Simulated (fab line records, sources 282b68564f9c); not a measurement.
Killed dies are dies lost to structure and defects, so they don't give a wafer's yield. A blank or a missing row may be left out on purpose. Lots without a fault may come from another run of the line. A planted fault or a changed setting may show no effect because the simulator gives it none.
Tool commonality check | flow rit_cmos | 15 lots, 45 wafers sampled

WHY IT WAS OPENED
At RIT_SILICIDE_RS_MEAS_02 the reading SILICIDE_TI_RS is flagged on 3 of 15 lots. Wafers without a fault read 47.9 ohm/sq, standard deviation 0.65.
Rule: a lot is flagged when every wafer of it that has a number lies more than 4 standard deviations from that mean, or none has a number. The other lots count as sound.

lot  | measured    | on            | SILICIDE_TI_RS (ohm/sq), wafer by wafer | flag
L146 | day 3 05:26 | film_metro-02 | 48.6 47.6 48.1                          |
L147 | day 3 11:44 | film_metro-01 | 47.0 47.3 47.8                          |
L149 | day 3 18:06 | film_metro-03 | 48.9 48.0 48.1                          |
L150 | day 4 07:04 | film_metro-01 | 47.0 47.1 46.9                          |
L151 | day 4 07:50 | film_metro-01 | 47.9 47.7 47.3                          |
L152 | day 4 09:46 | film_metro-02 | 47.8 47.3 47.9                          |
L153 | day 4 13:32 | film_metro-03 | 48.0 49.1 48.6                          |
L154 | day 4 20:11 | film_metro-01 | 47.4 47.7 47.3                          |
L155 | day 5 04:29 | film_metro-01 | 47.3 47.0 48.2                          |
L156 | day 5 05:32 | film_metro-02 | 47.2 47.6 47.8                          |
L159 | day 5 19:27 | film_metro-01 | 47.0 48.2 46.8                          |
L161 | day 6 08:17 | film_metro-02 | 36.8 36.6 36.5                          | FLAGGED
L163 | day 6 15:47 | film_metro-02 | 37.8 37.1 37.0                          | FLAGGED
L165 | day 7 03:52 | film_metro-01 | 36.2 35.8 35.8                          | FLAGGED
L169 | day 7 22:25 | film_metro-01 | 46.4 47.5 46.9                          |
The numbers of the flagged lots are 36.6 ohm/sq on average: -11.3 ohm/sq against the usual, or -17 standard deviations.

WHICH TOOL RAN EACH LOT
The record holds 1 process step before the reading, out of a route of 202 steps. In each cell: the tool, then ch and the chambers that the sampled wafers went through, then the start.
lot  | flag    | RIT_SILICIDE_SPUTTER_01
L146 |         | pvd_sputter-01, day 3 05:16
L147 |         | pvd_sputter-01, day 3 11:31
L149 |         | pvd_sputter-01, day 3 17:57
L150 |         | pvd_sputter-04, day 4 06:55
L151 |         | pvd_sputter-01, day 4 07:39
L152 |         | pvd_sputter-03, day 4 09:35
L153 |         | pvd_sputter-04, day 4 13:23
L154 |         | pvd_sputter-01, day 4 20:01
L155 |         | pvd_sputter-04, day 5 04:19
L156 |         | pvd_sputter-01, day 5 05:23
L159 |         | pvd_sputter-04, day 5 19:18
L161 | FLAGGED | pvd_sputter-04, day 6 08:07
L163 | FLAGGED | pvd_sputter-04, day 6 15:38
L165 | FLAGGED | pvd_sputter-04, day 7 03:41
L169 |         | pvd_sputter-03, day 7 22:13
What these steps do:
- RIT_SILICIDE_SPUTTER_01: material Ti, target thk 30 nm, time 240 s.
- RIT_SILICIDE_RS_MEAS_02: measures by four-point-probe.

FLAGGED OVER TOTAL, TOOL BY TOOL (the gauges that took the reading come last)
step                    | tool           | lots run | flagged | share of the flagged lots | sound lots run after its first flagged lot
RIT_SILICIDE_SPUTTER_01 | pvd_sputter-01 | 6        | 0       | none                      | -
RIT_SILICIDE_SPUTTER_01 | pvd_sputter-03 | 2        | 0       | none                      | -
RIT_SILICIDE_SPUTTER_01 | pvd_sputter-04 | 7        | 3       | all                       | 0
RIT_SILICIDE_RS_MEAS_02 | film_metro-01  | 8        | 1       | some                      | 1 (L169)
RIT_SILICIDE_RS_MEAS_02 | film_metro-02  | 5        | 2       | some                      | 0
RIT_SILICIDE_RS_MEAS_02 | film_metro-03  | 2        | 0       | none                      | -

WHAT THE TABLE ALLOWS
1 row of the table ran every flagged lot: pvd_sputter-04 at RIT_SILICIDE_SPUTTER_01.
- pvd_sputter-04 at RIT_SILICIDE_SPUTTER_01: 3 of its 7 lots flagged. Its last sound lot is L159 (day 5 19:18), its first flagged lot L161 (day 6 08:07): a fault that began between those two fits. Its own readings lie more than 4 standard deviations out on every wafer of the flagged lots: chamber_pressure_pa.
One tool is left: pvd_sputter-04 at RIT_SILICIDE_SPUTTER_01.

WHAT THE SIMULATOR HAD PUT IN
Process parameter drift: pvd_sputter-04, from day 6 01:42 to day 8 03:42, at RIT_SILICIDE_SPUTTER_01. Setting chamber_pressure_pa, moved by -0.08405, from 0.667.
Lots struck among those shown: L161, L163, L165. The rule above found the same.
